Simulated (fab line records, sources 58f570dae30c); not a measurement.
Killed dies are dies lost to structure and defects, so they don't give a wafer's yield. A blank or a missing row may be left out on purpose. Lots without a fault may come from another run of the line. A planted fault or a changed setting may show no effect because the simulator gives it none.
Problem report in the 8D (eight disciplines) form, filled by code | flow berkeley_cmos170 | the parts of the form that need people (team, actions taken, sign-off) are left out

1. THE PROBLEM
spin_speed_rpm at UCB170_M2_COAT_05 reads a mean of 1457.6 rpm on 6 wafers of 2 lots; wafers without a fault read 1500.1 rpm with a standard deviation of 0.85. That is -50 standard deviations from the usual mean.
The step: resist thk 900 nm.
First seen on wafer L525.1, day 11 00:03, on litho_track-01. The record holds 42 wafers of 14 lots with a number at this step. Rule for "out", or "out of limits": more than 4 standard deviations from the usual mean. The other wafers with a number count as sound.

2. WHAT IT IS AND WHAT IT IS NOT
question                    | is                     | is not
which readings at this step | spin_speed_rpm         | resist_line_temp_C
which lots                  | L525, L527             | L513, L514, L515, L519, L520, L523, L528, L529, L530, L531, L533, L536
which wafers of those lots  | all that have a number | -
read on which tools         | litho_track-01         | litho_track-02, litho_track-03
when                        | from day 11 00:03      | up to then (18 sound wafers); but 18 sound wafers of L528, L529, L530, L531, L533, L536 came after

3. SUSPECTS, AND WHAT RULES EACH OUT
Counting: a tool at a process step up to the reading stays a suspect if it ran every lot that is out and no sound lot after the first of them.
- litho_track-01 at UCB170_M2_COAT_05 (resist thk 900 nm): kept. It ran every lot that is out, first L525 (day 11 00:03), and no sound lot after that; its last sound lot up to then is L520 (day 9 15:43). Its own readings are out on those wafers: spin_speed_rpm.
Left after counting: litho_track-01 at UCB170_M2_COAT_05.

4. THE CAUSE (what the simulator had put in)
Process parameter drift: litho_track-01, from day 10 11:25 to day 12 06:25, at UCB170_M2_COAT_05. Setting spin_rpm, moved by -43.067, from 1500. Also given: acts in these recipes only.
Counting left only this tool.

5. THE CHAIN OF EFFECTS, in route order
Each row: a reading whose mean over the struck wafers that have a number lies more than 3 standard deviations from the usual. Only readings for which the record gives a usual standard deviation are gone through. hours: the time from each lot's start at the first step in this table that gives one to its start at this step, as a median over the lots. sigmas: the change in usual standard deviations.
hours | step               | reading                  | usual      | on struck wafers | change | sigmas
0     | UCB170_M2_COAT_05  | spin_speed_rpm           | 1500.1 rpm | 1457.6           | -42.5  | -50
0     | UCB170_M2_STRIP_07 | strip_time_to_endpoint_s | 21.96 s    | 22.28            | +0.32  | +4.4
The process steps in it:
- UCB170_M2_COAT_05: resist thk 900 nm.
- UCB170_M2_STRIP_07: strips in O2.
Later measuring or inspecting steps at which every struck wafer that the step has a row for has a number for every such reading, and none has moved that far: UCB170_V2_BOW_MEAS_03.

6. WHAT WOULD HAVE CAUGHT IT SOONER
In this record the first reading out of limits was taken at day 11 00:03, 13 hours after the fault began at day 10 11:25.
